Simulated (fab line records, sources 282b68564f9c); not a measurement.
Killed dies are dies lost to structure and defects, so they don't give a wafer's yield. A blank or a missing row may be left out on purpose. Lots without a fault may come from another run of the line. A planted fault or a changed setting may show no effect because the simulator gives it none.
Which tool did it? | flow rit_cmos | 13 lots, 39 wafers sampled, at 4 steps of a route of 202

WHAT THE GAUGES READ, wafer by wafer
RIT_NLDD_OVL_MEAS_06. Usual: NLDD_OVL 0.5 nm, standard deviation 1.4.
lot  | measured    | on         | NLDD_OVL (nm)  | flag
L769 | day 3 03:40 | overlay-02 | 0.6 -0.7 -1.1  |
L770 | day 3 09:31 | overlay-01 | 2.2 3.4 1.5    |
L772 | day 3 15:41 | overlay-02 | 0.2 0.3 3.4    |
L773 | day 3 16:20 | overlay-01 | 2.5 -0.3 1.8   |
L774 | day 3 19:32 | overlay-01 | -2.3 -0.3 -2.0 |
L775 | day 4 04:11 | overlay-01 | -2.2 0.5 0.2   |
L776 | day 4 10:03 | overlay-02 | 1.8 0.2 0.0    |
L777 | day 4 12:07 | overlay-02 | -1.2 0.7 -2.0  |
L786 | day 6 09:25 | overlay-01 | -0.6 1.4 2.3   |
L788 | day 6 18:52 | overlay-01 | 0.8 0.5 -0.4   |
L790 | day 7 04:30 | overlay-01 | 2.6 2.6 2.2    |
L791 | day 7 13:02 | overlay-02 | 0.2 -1.0 -1.3  |
L792 | day 7 17:02 | overlay-02 | 1.9 0.4 0.9    |

RIT_PSD_TW_MEAS_10. Usual: PSD_TW 3426, standard deviation 41.
lot  | measured    | on            | PSD_TW         | flag
L769 | day 3 11:37 | film_metro-02 | 3380 3384 3392 |
L770 | day 3 17:52 | film_metro-04 | 3480 3476 3493 |
L772 | day 3 23:44 | film_metro-02 | 3376 3386 3371 |
L773 | day 4 01:13 | film_metro-02 | 3399 3372 3383 |
L774 | day 4 03:38 | film_metro-04 | 3476 3477 3455 |
L775 | day 4 11:46 | film_metro-03 | 3442 3444 3462 |
L776 | day 4 17:55 | film_metro-04 | 3461 3471 3466 |
L777 | day 4 19:40 | film_metro-02 | 3368 3363 3346 |
L786 | day 6 17:07 | film_metro-03 | 3460 3439 3456 |
L788 | day 7 02:51 | film_metro-02 | 3386 3374 3379 |
L790 | day 7 12:17 | film_metro-04 | 3461 3462 3478 |
L791 | day 7 21:20 | film_metro-02 | 3354 3364 3363 |
L792 | day 8 02:51 | film_metro-02 | 3386 3385 3391 |

RIT_M1_OVL_MEAS_10. Usual: M1_OVL 1.2 nm, standard deviation 1.8.
lot  | measured    | on         | M1_OVL (nm)   | flag
L769 | day 3 17:13 | overlay-02 | -0.1 1.8 1.4  |
L770 | day 3 23:26 | overlay-02 | 3.3 5.1 2.6   |
L772 | day 4 04:55 | overlay-02 | 2.0 3.7 2.4   |
L773 | day 4 06:43 | overlay-02 | 3.1 2.3 1.9   |
L774 | day 4 08:58 | overlay-02 | -1.0 -1.1 1.1 |
L775 | day 4 17:06 | overlay-02 | 3.7 3.3 3.1   |
L776 | day 4 23:22 | overlay-01 | 2.8 2.3 1.6   |
L777 | day 5 01:23 | overlay-01 | 5.1 2.7 1.7   |
L786 | day 6 22:31 | overlay-01 | 0.8 3.0 0.7   |
L788 | day 7 08:08 | overlay-02 | 0.7 0.6 -0.2  |
L790 | day 7 17:37 | overlay-02 | 2.1 1.9 1.0   |
L791 | day 8 02:49 | overlay-01 | 0.0 -3.0 -0.7 |
L792 | day 8 08:11 | overlay-01 | 1.2 0.6 2.0   |

WHICH TOOL RAN EACH LOT (tool, then ch and the chambers of the sampled wafers, then the start)
lot  | RIT_NRETRO_EXPOSE_03
L769 | iline_stepper-01 ch 0, day 2 12:49
L770 | iline_stepper-01 ch 0, day 2 18:04
L772 | iline_stepper-02 ch 0, day 2 23:57
L773 | iline_stepper-02 ch 0, day 3 02:08
L774 | iline_stepper-01 ch 0, day 3 07:24
L775 | iline_stepper-01 ch 0, day 3 13:26
L776 | iline_stepper-01 ch 0, day 3 19:53
L777 | iline_stepper-01 ch 0, day 3 21:32
L786 | iline_stepper-02 ch 0, day 5 19:40
L788 | iline_stepper-01 ch 0, day 6 06:32
L790 | iline_stepper-01 ch 0, day 6 15:03
L791 | iline_stepper-02 ch 0, day 6 21:31
L792 | iline_stepper-01 ch 0, day 7 02:01
- RIT_NRETRO_EXPOSE_03: exposes mask M4, target cd 43900 nm.

WHAT THE TOOLS THEMSELVES READ (means of the sampled wafers that have a number; where no wafer has one, the mark that the record gives instead)
The record holds no such reading with a usual standard deviation.

THE ANSWER, worked out from the rows above alone
Rule: a lot is off if the mean of its wafers that have a number lies more than 3 standard deviations from the usual mean. A lot without any number at a reading at which 4 lots or more have one is off too. The other lots that the step has rows for count as sound. The gauges are gone through in route order, then the tools' own readings, and for those a lot's mean is taken as printed above. The first step at which some lot is off is used, and at that step the reading that is off furthest; a lot without a number counts as furthest.
No lot is off at any reading shown: from this, nothing can be told.

WHAT THE SIMULATOR HAD PUT IN
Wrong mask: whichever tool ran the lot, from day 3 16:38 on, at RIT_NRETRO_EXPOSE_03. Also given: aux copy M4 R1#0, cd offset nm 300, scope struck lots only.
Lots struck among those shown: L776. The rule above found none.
